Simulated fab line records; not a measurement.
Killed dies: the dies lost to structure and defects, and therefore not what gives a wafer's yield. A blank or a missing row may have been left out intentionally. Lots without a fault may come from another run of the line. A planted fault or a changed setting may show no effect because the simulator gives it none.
A lot that was struck, set against a sound lot | flow berkeley-cmos170 | 15 out of 331 route steps
Sound: these wafers, L558.1, L558.2, L558.5. Struck: wafer L547.1. (L547.4, L547.5 of the same lot were not struck and are left out.) The cause comes at the end.
At each step with rows: each side's tool, then ch and its chambers, then its first start. Under that, the readings that differ: sound wafers | struck wafers | difference of the means | sigmas: that difference in standard deviations of wafers without a fault.
alike: readings with means less than 2 such deviations apart, plus words and numbers identical on both sides. not compared: withheld readings, readings lacking a value on some wafer, bounds such as >300 that could conceal the same value, and numbers that have no deviation in the record and whose values overlap.
The two part at a step that has a row with sigmas, a row that says differs or no value, or rows on one side only. Numbers that have no deviation but don't overlap get no sigmas and don't part them. Lack of a reading on every wafer of one side parts them only where that side has two or more wafers.

UCB170_V1_CMP_02: polishes SiO2.
  sound on cmp-02 ch 1,3, day 12 15:37; struck on cmp-01 ch 1, day 9 22:07
  alike: motor-current-A
UCB170_V1_BOW_MEAS_03:
  struck on film-metro-03, day 9 22:25; sound on film-metro-01, day 12 15:55
  alike: V1_BOW
UCB170_V1_THK_MEAS_04:
  struck on film-metro-03, day 9 22:32; sound on film-metro-01, day 12 16:02
  alike: V1_POLISHED_THK
then, 7 steps without rows for these wafers: UCB170_V1_CLEAN_05 (cleans in DIW); UCB170_V1_HMDS_06 (prime time 60 s); UCB170_V1_COAT_07 (resist thk 900 nm); UCB170_V1_SOFTBAKE_08 (time 60 s); UCB170_V1_EXPOSE_09 (exposes mask VIA1, target cd 700 nm); UCB170_V1_PEB_10; UCB170_V1_DEVELOP_11 (develop time 45 s).
UCB170_V1_CD_MEAS_12 targets a cd of 700 nm.
  struck on cd-sem-01, day 9 23:44; sound on cd-sem-01, day 12 17:07
  alike: cd-nm
UCB170_V1_OVL_MEAS_13:
  struck on overlay-02, day 9 23:51; sound on overlay-02, day 12 17:14
  reading     | sound    | struck | difference | sigmas
  V1_OVL (nm) | 11 16 17 | -1     | -16        | -3
UCB170_V1_ETCH_14: etches SiO2 in CHF3/CF4/Ar, stops on Al, target depth 1250 nm, time 291 s.
  sound on rie-diel-03 ch 1,2, day 12 17:16; struck on rie-diel-01 ch 2, day 9 23:53
  reading                             | sound             | struck | difference | sigmas
  rf-fwd-power-W (W)                  | 701.2 696.5 701.3 | 783.2  | +83.5      | +42
  model.KrF_of_V1_COAT_07.thk-nm (nm) | 619.3 620 619     | 589.7  | -29.7      |
  alike: drypump-motor-current-A, oes-product-au, throttle-valve-pct
  not compared: rf-hours-counter-h
UCB170_V1_STRIP_15: strips in O2.
  sound on plasma-asher-02 ch 0,1, day 12 17:26; struck on plasma-asher-01 ch 1, day 10 00:04
  reading                      | sound             | struck | difference | sigmas
  strip-time-to-endpoint-s (s) | 15.52 15.53 15.51 | 14.83  | -0.69      | -7
  alike: drypump-motor-current-A, oes-product-au
  not compared: rf-hours-counter-h
UCB170_V1_CD_MEAS_90 targets a cd of 700 nm.
  struck on cd-sem-02, day 10 00:10; sound on cd-sem-01, day 12 17:32
  alike: cd-nm

== WHERE THEY PART ==
Last at UCB170_V1_STRIP_15 as far as this record goes, first at UCB170_V1_OVL_MEAS_13. Later steps at which nothing parts them and some readings are alike: UCB170_V1_CD_MEAS_90.

WHY: whatever the simulator had introduced
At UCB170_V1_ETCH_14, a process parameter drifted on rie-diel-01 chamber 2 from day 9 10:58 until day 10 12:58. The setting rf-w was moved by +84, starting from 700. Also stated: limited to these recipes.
